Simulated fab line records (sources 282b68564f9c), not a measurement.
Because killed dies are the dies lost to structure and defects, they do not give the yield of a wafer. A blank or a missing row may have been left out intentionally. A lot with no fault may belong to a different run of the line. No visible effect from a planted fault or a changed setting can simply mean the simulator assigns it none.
fab line records	flow rit_cmos
record lots=14	wafers=42	last_day=6
route steps=202 shown ACTIVE@15 FOX2@24 PWELL@40 M1@199
lots untouched by any fault: they come from a run of this same line in which no faults occurred
start_h: start of the lot's first displayed wafer, in hours after the record's first day	wait_h: hours from the lot's prior step to this one	" unchanged from the row above	L1.1+2: one row covering several wafers at once	- no value, or no start was given	* or withheld: withheld	< > ~ a bound
route shown NAME@n: names a module that has steps shown in the file, with the first one's number in the route	usual: mean and standard deviation over wafers with no fault	same: alike in all rows	chamber/n: place in a boat	sites: per-site readings	_std_site: how widely they spread, as a standard deviation	_edge_site: inner sites' mean taken away from outer sites' mean	radius_mm: how far each site lies from the wafer's centre	mask NAME#n: copy n	behind: tool/chamber where the wafer was last shaped	hold: why the lot was held/for how many hours/how that ended	device: the transistor (n, p or np) that didn't switch	end of line: tests of these same wafers at the route's end	step lacking rows: just its recipe	killed: count of dies lost to structure and defects at first sort (not the wafer's yield)	map: the dies of a wafer, with x for killed, . for not killed, _ for no die there
set.NAME: setting as actually run; set.NAME@STEP: the setting as run at that earlier step	model.NAME: the simulator's own value behind a step, which no gauge read
the route's steps for a sample of lots (tables are steps, rows are wafers)
services: when a tool's chamber went out of use (start_h, in hours from the record's first day, below 0 if earlier), for how many hours, and the reason
## steps
# step RIT_ACTIVE_STRIP_14
# recipe chemistry=O2	time_s=180	resist=NOVOLAK	platen_temp_c=withheld	power_w=500	pressure_mtorr=4000	o2_flow_sccm=4000
# usual drypump_motor_current_A=5.5/0.42
# same time_s=180
lot.wafer	tool	chamber	start_h	wait_h	drypump_motor_current_A	rf_hours_counter_h
L861.1	plasma_asher-03	1	25.60	0.1	6.0	37
L861.3	"	0	"	"	5.5	-
L861.6	"	1	"	"	6.0	-
L862.2	plasma_asher-02	0	25.89	0.1	5.3	36
L862.5	"	0	"	"	5.3	-
L862.6	"	1	"	"	6.1	-
L863.4	plasma_asher-03	1	30.35	0.1	6.0	-
L863.5	"	0	"	"	5.5	-
L863.6	"	1	"	"	6.0	-
L864.1	plasma_asher-01	1	36.41	0.1	5.4	38
L864.5	"	0	"	"	4.9	-
L864.6	"	1	"	"	5.4	-
L865.1	plasma_asher-03	1	40.05	0.1	6.0	38
L865.3	"	0	"	"	5.5	-
L865.6	"	0	"	"	5.5	-
L867.4	plasma_asher-02	0	50.09	0.1	5.3	-
L867.5	"	0	"	"	5.3	-
L867.6	"	1	"	"	6.1	-
L868.1	plasma_asher-02	0	54.84	0.1	5.3	39
L868.4	"	0	"	"	5.3	-
L868.6	"	0	"	"	5.3	-
L869.1	plasma_asher-03	0	60.73	0.1	5.5	41
L869.4	"	1	"	"	6.0	-
L869.6	"	1	"	"	6.0	-
L870.2	plasma_asher-01	0	65.20	0.1	4.9	41
L870.4	"	0	"	"	4.9	-
L870.6	"	1	"	"	5.4	-
L871.3	plasma_asher-01	0	73.52	0.1	4.9	-
L871.4	"	1	"	"	5.4	-
L871.5	"	1	"	"	5.4	-
L873.1	plasma_asher-02	0	80.69	0.1	5.3	42
L873.2	"	1	"	"	6.1	42
L873.4	"	1	"	"	6.1	-
L875.2	plasma_asher-01	0	89.85	0.1	4.9	44
L875.5	"	1	"	"	5.4	-
L875.6	"	0	"	"	4.9	-
L876.2	plasma_asher-01	1	95.84	0.1	5.4	45
L876.5	"	0	"	"	4.9	-
L876.6	"	1	"	"	5.4	-
L877.2	plasma_asher-01	0	101.96	0.1	4.9	45
L877.4	"	1	"	"	5.4	-
L877.6	"	1	"	"	5.4	-
# step RIT_FOX2_THK_MEAS_01
# recipe reads=SiO2_of_FOX2_OXIDATION_00
# usual FOX2_OXIDE_THK=336/6.7
lot.wafer	tool	chamber	start_h	wait_h	FOX2_OXIDE_THK[nm]
L861.1	film_metro-02	-	31.45	0.0	338
L861.3	"	-	"	"	333
L861.6	"	-	"	"	343
L862.2	film_metro-04	-	31.46	0.0	338
L862.5	"	-	"	"	335
L862.6	"	-	"	"	344
L863.4	film_metro-02	-	36.50	0.0	330
L863.5	"	-	"	"	330
L863.6	"	-	"	"	328
L864.1	film_metro-04	-	39.89	0.0	334
L864.5	"	-	"	"	334
L864.6	"	-	"	"	332
L865.1	film_metro-04	-	45.14	0.0	339
L865.3	"	-	"	"	340
L865.6	"	-	"	"	339
L867.4	film_metro-01	-	55.79	0.0	342
L867.5	"	-	"	"	341
L867.6	"	-	"	"	345
L868.1	film_metro-02	-	59.29	0.0	334
L868.4	"	-	"	"	341
L868.6	"	-	"	"	337
L869.1	film_metro-04	-	67.89	0.1	337
L869.4	"	-	"	"	333
L869.6	"	-	"	"	333
L870.2	film_metro-02	-	71.04	0.0	327
L870.4	"	-	"	"	333
L870.6	"	-	"	"	333
L871.3	film_metro-04	-	79.23	0.0	320
L871.4	"	-	"	"	320
L871.5	"	-	"	"	323
L873.1	film_metro-01	-	85.86	0.0	348
L873.2	"	-	"	"	344
L873.4	"	-	"	"	342
L875.2	film_metro-04	-	97.18	0.0	330
L875.5	"	-	"	"	330
L875.6	"	-	"	"	331
L876.2	film_metro-02	-	102.17	0.0	338
L876.5	"	-	"	"	335
L876.6	"	-	"	"	337
L877.2	film_metro-01	-	105.45	0.0	327
L877.4	"	-	"	"	323
L877.6	"	-	"	"	325
# step RIT_PWELL_COAT_01
# recipe resist=NOVOLAK	spin_rpm=2000	resist_thk_nm=1300
# usual chill_plate_temp_C=23.00/0.11	dispense_pressure_kPa=51.7/2.4
lot.wafer	tool	chamber	start_h	wait_h	chill_plate_temp_C	dispense_pressure_kPa
L861.1	litho_track-03	0	34.28	0.1	22.97	49.2
L861.3	"	0	"	"	22.87	49.1
L861.6	"	0	"	"	22.86	49.1
L862.2	litho_track-01	0	34.55	0.1	23.33	55.7
L862.5	"	0	"	"	23.12	55.7
L862.6	"	0	"	"	23.15	55.7
L863.4	litho_track-03	0	39.22	0.1	23.09	49.2
L863.5	"	0	"	"	22.97	49.2
L863.6	"	0	"	"	22.99	49.2
L864.1	litho_track-01	0	42.83	0.1	22.78	55.7
L864.5	"	0	"	"	23.04	55.7
L864.6	"	0	"	"	22.85	55.8
L865.1	litho_track-01	0	47.98	0.1	23.08	55.7
L865.3	"	0	"	"	23.19	55.7
L865.6	"	0	"	"	23.27	55.7
L867.4	litho_track-02	0	59.09	0.1	22.82	51.6
L867.5	"	0	"	"	22.98	51.6
L867.6	"	0	"	"	22.90	51.7
L868.1	litho_track-03	0	62.01	0.1	23.03	49.1
L868.4	"	0	"	"	23.03	49.2
L868.6	"	0	"	"	23.00	49.2
L869.1	litho_track-02	0	70.81	0.1	22.93	51.6
L869.4	"	0	"	"	23.06	51.6
L869.6	"	0	"	"	22.97	51.6
L870.2	litho_track-03	0	73.81	0.1	22.96	49.1
L870.4	"	0	"	"	22.88	49.1
L870.6	"	0	"	"	23.00	49.1
L871.3	litho_track-01	0	82.03	0.1	22.99	55.7
L871.4	"	0	"	"	23.09	55.8
L871.5	"	0	"	"	23.06	55.7
L873.1	litho_track-02	0	88.50	0.1	23.08	51.6
L873.2	"	0	"	"	23.07	51.7
L873.4	"	0	"	"	22.89	51.7
L875.2	litho_track-02	0	99.98	0.1	23.05	51.6
L875.5	"	0	"	"	23.02	51.7
L875.6	"	0	"	"	23.03	51.6
L876.2	litho_track-03	-	105.10	0.1	-	-
L876.5	"	-	"	"	-	-
L876.6	"	-	"	"	-	-
L877.2	litho_track-03	-	108.23	0.1	-	-
L877.4	"	-	"	"	-	-
L877.6	"	-	"	"	-	-
# step RIT_PWELL_OVL_MEAS_06
# usual PWELL_OVL=-0.1/1.3
lot.wafer	tool	chamber	start_h	wait_h	PWELL_OVL[nm]
L861.1	overlay-01	-	35.13	-	0.3
L861.3	"	-	"	"	2.1
L861.6	"	-	"	"	1.5
L862.2	overlay-02	-	35.38	-	-0.7
L862.5	"	-	"	"	0.8
L862.6	"	-	"	"	-1.5
L863.4	overlay-01	-	40.02	-	0.7
L863.5	"	-	"	"	2.1
L863.6	"	-	"	"	1.8
L864.1	overlay-01	-	43.69	-	0.0
L864.5	"	-	"	"	-1.0
L864.6	"	-	"	"	-2.1
L865.1	overlay-01	-	48.83	-	-0.6
L865.3	"	-	"	"	-0.5
L865.6	"	-	"	"	0.4
L867.4	overlay-01	-	59.89	-	-0.5
L867.5	"	-	"	"	-1.5
L867.6	"	-	"	"	-1.4
L868.1	overlay-01	-	62.93	-	-1.1
L868.4	"	-	"	"	-0.4
L868.6	"	-	"	"	1.6
L869.1	overlay-01	-	71.57	-	-0.5
L869.4	"	-	"	"	-1.5
L869.6	"	-	"	"	0.3
L870.2	overlay-01	-	74.65	-	0.7
L870.4	"	-	"	"	-0.6
L870.6	"	-	"	"	-0.6
L871.3	overlay-02	-	82.85	-	-1.1
L871.4	"	-	"	"	-0.8
L871.5	"	-	"	"	-1.2
L873.1	overlay-02	-	89.23	-	0.3
L873.2	"	-	"	"	0.0
L873.4	"	-	"	"	-1.4
L875.2	overlay-01	-	100.69	-	-1.0
L875.5	"	-	"	"	1.3
L875.6	"	-	"	"	-1.6
L876.2	overlay-02	-	105.81	-	-
L876.5	"	-	"	"	-
L876.6	"	-	"	"	-
L877.2	overlay-01	-	109.07	-	-
L877.4	"	-	"	"	-
L877.6	"	-	"	"	-
# step RIT_M1_CD_MEAS_90
# recipe target_cd_nm=2600
# usual cd_nm=2600.9/2.4
lot.wafer	tool	chamber	start_h	wait_h	cd_nm
L861.1	cd_sem-02	-	72.30	0.1	2598.9
L861.3	"	-	"	"	2599.8
L861.6	"	-	"	"	2597.6
L862.2	cd_sem-01	-	73.41	0.1	2597.5
L862.5	"	-	"	"	2598.2
L862.6	"	-	"	"	2601.5
L863.4	cd_sem-02	-	77.77	0.1	2599.9
L863.5	"	-	"	"	2600.9
L863.6	"	-	"	"	2600.1
L864.1	cd_sem-02	-	79.53	0.1	2600.5
L864.5	"	-	"	"	2600.4
L864.6	"	-	"	"	2599.8
L865.1	cd_sem-02	-	81.77	0.1	2600.8
L865.3	"	-	"	"	2600.8
L865.6	"	-	"	"	2599.7
L867.4	cd_sem-02	-	96.20	0.1	2601.5
L867.5	"	-	"	"	2602.0
L867.6	"	-	"	"	2600.0
L868.1	cd_sem-02	-	98.18	0.1	2601.6
L868.4	"	-	"	"	2600.9
L868.6	"	-	"	"	2600.1
L869.1	cd_sem-02	-	105.84	0.1	2600.3
L869.4	"	-	"	"	2604.4
L869.6	"	-	"	"	2601.0
L870.2	cd_sem-01	-	110.54	0.1	2604.7
L870.4	"	-	"	"	2606.7
L870.6	"	-	"	"	2604.0
L871.3	cd_sem-02	-	121.30	0.1	2600.0
L871.4	"	-	"	"	2598.7
L871.5	"	-	"	"	2600.9
L873.1	cd_sem-02	-	125.27	0.1	2603.6
L873.2	"	-	"	"	2601.8
L873.4	"	-	"	"	2604.2
L875.2	cd_sem-02	-	136.36	0.1	2602.9
L875.5	"	-	"	"	2600.3
L875.6	"	-	"	"	2599.9
L876.2	cd_sem-02	-	141.82	0.1	2601.8
L876.5	"	-	"	"	2599.0
L876.6	"	-	"	"	2599.4
L877.2	cd_sem-01	-	143.32	0.1	2600.4
L877.4	"	-	"	"	2603.0
L877.6	"	-	"	"	2601.8
# step RIT_M1_PROBE_99
# usual killed_at_M0_to_M3=0.0/0.083	killed_at_contacts=0.1/0.27	killed_at_front_end=7/3.3	killed_dies=7/3.3	killed_on_rim=2.0/1.5	killed_open=3.5/2	killed_short=3.8/2.2
# same gross_dies=264	killed_at_M4_up=0	killed_at_back_side=0	killed_at_other=0
lot.wafer	tool	chamber	start_h	wait_h	killed_at_M0_to_M3	killed_at_contacts	killed_at_front_end	killed_dies	killed_on_rim	killed_open	killed_short
L861.1	prober-01	-	74.04	0.1	0	0	9	9	3	5	4
L861.3	prober-01	-	74.14	0.2	0	0	9	9	3	2	6
L861.6	prober-01	-	74.29	0.2	0	0	5	5	0	3	2
L862.2	prober-02	-	75.59	0.1	0	0	7	7	2	2	5
L862.5	prober-02	-	75.74	0.2	0	0	6	6	2	3	3
L862.6	prober-02	-	75.79	0.2	0	0	7	7	2	3	4
L863.4	prober-01	-	79.60	0.2	0	1	5	6	1	3	3
L863.5	prober-01	-	79.65	0.2	0	0	4	4	2	2	2
L863.6	prober-01	-	79.70	0.2	0	0	11	11	1	5	6
L864.1	prober-02	-	81.27	0.1	0	0	8	8	0	4	4
L864.5	prober-02	-	81.47	0.2	0	0	6	6	4	4	2
L864.6	prober-02	-	81.52	0.2	0	0	8	8	2	6	1
L865.1	prober-01	-	83.51	0.1	0	0	6	6	3	3	3
L865.3	prober-01	-	83.61	0.2	0	0	4	4	1	2	2
L865.6	prober-01	-	83.76	0.2	0	0	6	6	0	2	4
L867.4	prober-01	-	98.03	0.2	0	0	5	5	1	3	2
L867.5	prober-01	-	98.08	0.2	0	0	6	6	2	4	2
L867.6	prober-01	-	98.13	0.2	0	0	5	5	1	2	3
L868.1	prober-02	-	99.92	0.1	0	0	4	4	2	3	1
L868.4	prober-02	-	100.07	0.2	0	0	17	17	3	11	6
L868.6	prober-02	-	100.17	0.2	0	0	10	10	4	5	5
L869.1	prober-01	-	107.58	0.1	0	0	9	9	2	4	5
L869.4	prober-01	-	107.73	0.2	0	0	6	6	2	4	2
L869.6	prober-01	-	107.83	0.2	0	0	6	6	3	2	4
L870.2	prober-02	-	112.31	0.1	0	0	13	13	4	7	6
L870.4	prober-02	-	112.41	0.2	1	0	6	7	2	3	4
L870.6	prober-02	-	112.51	0.2	0	0	8	8	3	4	4
L871.3	prober-01	-	123.10	0.2	0	0	13	13	2	6	7
L871.4	prober-01	-	123.15	0.2	0	0	4	4	1	3	1
L871.5	prober-01	-	123.20	0.2	0	0	11	11	3	4	7
L873.1	prober-01	-	127.07	0.1	0	0	8	8	2	4	4
L873.2	prober-01	-	127.12	0.1	0	0	5	5	0	3	2
L873.4	prober-01	-	127.22	0.2	0	0	5	5	0	2	3
L875.2	prober-01	-	138.13	0.1	0	0	9	9	4	5	4
L875.5	prober-01	-	138.28	0.2	0	0	16	16	5	8	8
L875.6	prober-01	-	138.33	0.2	0	1	11	12	3	6	6
L876.2	prober-02	-	143.59	0.1	0	0	264	264	70	4	3
L876.5	prober-02	-	143.74	0.2	0	1	263	264	70	4	6
L876.6	prober-02	-	143.79	0.2	0	0	264	264	70	3	2
L877.2	prober-01	-	145.09	0.1	0	0	264	264	70	5	3
L877.4	prober-01	-	145.19	0.2	0	0	264	264	70	2	2
L877.6	prober-01	-	145.29	0.2	0	0	264	264	70	6	3
# killed by level:class
L861.1 GATE:geometric_particle:short=2 REOX:geometric_particle:short=2 REOX:geometric_particle:open=2 SILICIDE:geometric_particle:open=2 GATE:geometric_particle:open=1
L861.3 SPACER:geometric_particle:short=3 GATE:geometric_particle:short=2 FOX2:geometric_particle:short=1 GATE:geometric_particle:open=1 REOX:geometric_particle:open=1 GATE:coat_microbubble_printed=1
L861.6 GATE:geometric_particle:open=2 GATE:geometric_particle:short=2 FOX2:geometric_particle:open=1
L862.2 GATE:geometric_particle:short=2 SPACER:geometric_particle:open=2 SPACER:geometric_particle:short=2 SILICIDE:geometric_particle:short=1
L862.5 GATE:geometric_particle:short=2 SPACER:geometric_particle:open=2 FOX1:geometric_particle:short=1 GATE:geometric_particle:open=1
L862.6 GATE:geometric_particle:open=2 GATE:geometric_particle:short=2 SILICIDE:geometric_particle:short=2 SILICIDE:geometric_particle:open=1
L863.4 FOX2:geometric_particle:short=1 GATE:geometric_particle:open=1 REOX:geometric_particle:open=1 SPACER:geometric_particle:short=1 SILICIDE:geometric_particle:open=1 CONTACT:geometric_particle:short=1
L863.5 FOX2:geometric_particle:short=1 FOX2:geometric_particle:open=1 GATE:geometric_particle:open=1 REOX:geometric_particle:short=1
L863.6 FOX2:geometric_particle:short=3 GATE:geometric_particle:open=2 REOX:geometric_particle:short=2 SILICIDE:geometric_particle:open=2 FOX2:geometric_particle:open=1 SILICIDE:geometric_particle:short=1
L864.1 SPACER:geometric_particle:open=2 SILICIDE:geometric_particle:short=2 FOX1:geometric_particle:open=1 GATE:geometric_particle:short=1 SPACER:geometric_particle:short=1 SILICIDE:geometric_particle:open=1
L864.5 REOX:geometric_particle:open=3 FOX1:geometric_particle:open=1 GATE:geometric_particle:short=1 REOX:geometric_particle:short=1
L864.6 REOX:geometric_particle:open=4 FOX1:geometric_particle:open=2 GATE:geometric_particle:short=1 NRETRO:coat_microbubble_printed=1
L865.1 GATE:geometric_particle:open=2 SPACER:geometric_particle:short=2 REOX:geometric_particle:open=1 SILICIDE:geometric_particle:short=1
L865.3 GATE:geometric_particle:short=1 GATE:geometric_particle:open=1 REOX:geometric_particle:open=1 SILICIDE:geometric_particle:short=1
L865.6 GATE:geometric_particle:short=2 FOX2:geometric_particle:short=1 GATE:geometric_particle:open=1 SILICIDE:geometric_particle:open=1 SILICIDE:geometric_particle:short=1
L867.4 GATE:geometric_particle:open=3 GATE:geometric_particle:short=1 SPACER:geometric_particle:short=1
L867.5 SILICIDE:geometric_particle:open=2 FOX1:geometric_particle:open=1 FOX2:geometric_particle:open=1 GATE:geometric_particle:short=1 REOX:geometric_particle:short=1
L867.6 GATE:geometric_particle:open=2 SILICIDE:geometric_particle:short=2 SPACER:geometric_particle:short=1
L868.1 SILICIDE:geometric_particle:open=3 GATE:geometric_particle:short=1
L868.4 GATE:geometric_particle:short=4 GATE:geometric_particle:open=3 SILICIDE:geometric_particle:open=3 FOX1:geometric_particle:open=2 SPACER:geometric_particle:open=2 FOX1:geometric_particle:short=1 REOX:geometric_particle:open=1 SILICIDE:geometric_particle:short=1
L868.6 GATE:geometric_particle:short=2 SPACER:geometric_particle:open=2 SILICIDE:geometric_particle:short=2 FOX1:geometric_particle:open=1 GATE:geometric_particle:open=1 SPACER:geometric_particle:short=1 SILICIDE:geometric_particle:open=1
L869.1 SPACER:geometric_particle:short=3 FOX1:geometric_particle:short=1 FOX2:geometric_particle:open=1 GATE:geometric_particle:short=1 GATE:geometric_particle:open=1 REOX:geometric_particle:open=1 SILICIDE:geometric_particle:open=1
L869.4 GATE:geometric_particle:open=2 FOX1:geometric_particle:short=1 GATE:geometric_particle:short=1 REOX:geometric_particle:open=1 SPACER:geometric_particle:open=1
L869.6 FOX1:geometric_particle:short=2 GATE:geometric_particle:short=2 GATE:geometric_particle:open=1 SPACER:geometric_particle:open=1
L870.2 FOX1:geometric_particle:open=5 REOX:geometric_particle:short=3 FOX1:geometric_particle:short=1 GATE:geometric_particle:short=1 GATE:geometric_particle:open=1 SPACER:geometric_particle:short=1 SILICIDE:geometric_particle:open=1
L870.4 GATE:geometric_particle:open=2 FOX1:geometric_particle:short=1 GATE:geometric_particle:short=1 REOX:geometric_particle:short=1 REOX:geometric_particle:open=1 M1:geometric_particle:short=1
L870.6 FOX2:geometric_particle:open=2 GATE:geometric_particle:short=2 SILICIDE:geometric_particle:short=2 GATE:geometric_particle:open=1 SPACER:geometric_particle:open=1
L871.3 FOX1:geometric_particle:short=3 SILICIDE:geometric_particle:open=3 SPACER:geometric_particle:short=2 FOX1:geometric_particle:open=1 FOX2:geometric_particle:short=1 GATE:geometric_particle:short=1 GATE:geometric_particle:open=1 REOX:geometric_particle:open=1
L871.4 REOX:geometric_particle:open=2 FOX1:geometric_particle:open=1 SPACER:geometric_particle:short=1
L871.5 GATE:geometric_particle:short=3 FOX2:geometric_particle:short=2 GATE:geometric_particle:open=2 FOX1:geometric_particle:open=1 FOX1:geometric_particle:short=1 REOX:geometric_particle:short=1 SILICIDE:geometric_particle:open=1
L873.1 SILICIDE:geometric_particle:open=3 SPACER:geometric_particle:short=2 GATE:geometric_particle:open=1 REOX:geometric_particle:short=1 SILICIDE:geometric_particle:short=1
L873.2 SPACER:geometric_particle:open=2 GATE:geometric_particle:open=1 GATE:geometric_particle:short=1 REOX:geometric_particle:short=1
L873.4 GATE:geometric_particle:short=2 SPACER:geometric_particle:open=1 SILICIDE:geometric_particle:open=1 SILICIDE:geometric_particle:short=1
L875.2 GATE:geometric_particle:short=3 GATE:geometric_particle:open=2 SILICIDE:geometric_particle:open=2 FOX1:geometric_particle:short=1 FOX1:geometric_particle:open=1
L875.5 SPACER:geometric_particle:open=4 GATE:geometric_particle:short=3 FOX1:geometric_particle:short=2 FOX1:geometric_particle:open=1 FOX2:geometric_particle:short=1 GATE:geometric_particle:open=1 REOX:geometric_particle:open=1 SPACER:geometric_particle:short=1
L875.6 FOX1:geometric_particle:short=4 FOX1:geometric_particle:open=2 SPACER:geometric_particle:open=2 GATE:geometric_particle:short=1 GATE:geometric_particle:open=1 REOX:geometric_particle:short=1 CONTACT:geometric_particle:open=1
L876.2 PWELL:area_expose=257 GATE:geometric_particle:open=2 GATE:geometric_particle:short=1 SPACER:geometric_particle:open=1 SPACER:geometric_particle:short=1 SILICIDE:geometric_particle:short=1 SILICIDE:geometric_particle:open=1
L876.5 PWELL:area_expose=254 GATE:geometric_particle:short=3 GATE:geometric_particle:open=2 FOX1:geometric_particle:short=1 FOX2:geometric_particle:open=1 FOX2:geometric_particle:short=1 SPACER:geometric_particle:short=1 CONTACT:geometric_particle:open=1
L876.6 PWELL:area_expose=259 GATE:geometric_particle:open=2 GATE:geometric_particle:short=1 SILICIDE:geometric_particle:open=1 SILICIDE:geometric_particle:short=1
L877.2 PWELL:area_expose=256 FOX1:geometric_particle:open=2 GATE:geometric_particle:open=2 GATE:geometric_particle:short=1 REOX:geometric_particle:open=1 SPACER:geometric_particle:short=1 SILICIDE:geometric_particle:short=1
L877.4 PWELL:area_expose=260 GATE:geometric_particle:open=2 GATE:geometric_particle:short=1 SILICIDE:geometric_particle:short=1
L877.6 PWELL:area_expose=255 FOX1:geometric_particle:open=5 FOX1:geometric_particle:short=2 FOX2:geometric_particle:open=1 REOX:geometric_particle:short=1
## services
tool	chamber	start_h	hours	kind
plasma_asher-02	-	1.83	6.4	repair
plasma_asher-03	-	45.49	2.8	repair
plasma_asher-03	-	78.11	4.9	repair
## key
first_sign step=RIT_PWELL_COAT_01	reading=tool_record	direction=missing
effect step=RIT_PWELL_OVL_MEAS_06	reading=PWELL_OVL	direction=missing
effect step=RIT_M1_PROBE_99	reading=killed_at_front_end	direction=up	sigmas=77	usual=7	struck=264
more_kills_born_at RIT_PWELL_EXPOSE_03@iline_stepper-01=771	RIT_PWELL_EXPOSE_03@iline_stepper-02=770
met_at RIT_PWELL_COAT_01
struck_lots L876,L877
tester_left_out L876,L877
not_acting_at RIT_ACTIVE_STRIP_14,RIT_FOX2_THK_MEAS_01,RIT_M1_CD_MEAS_90
onset_between 73.81 105.10
fault kind=skipped_step_whole	tool=litho_track-03	chamber=-	onset_h=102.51	steps=RIT_PWELL_COAT_01	scope=struck_lots_only
# tester_left_out: of these lots the tester's yield and bins aren't shown, on N5 and GAA mostly nor the transistor test; their killed dies are dies lost to structure and defects alone, not to doping, threshold or leakage, so they don't give the yield
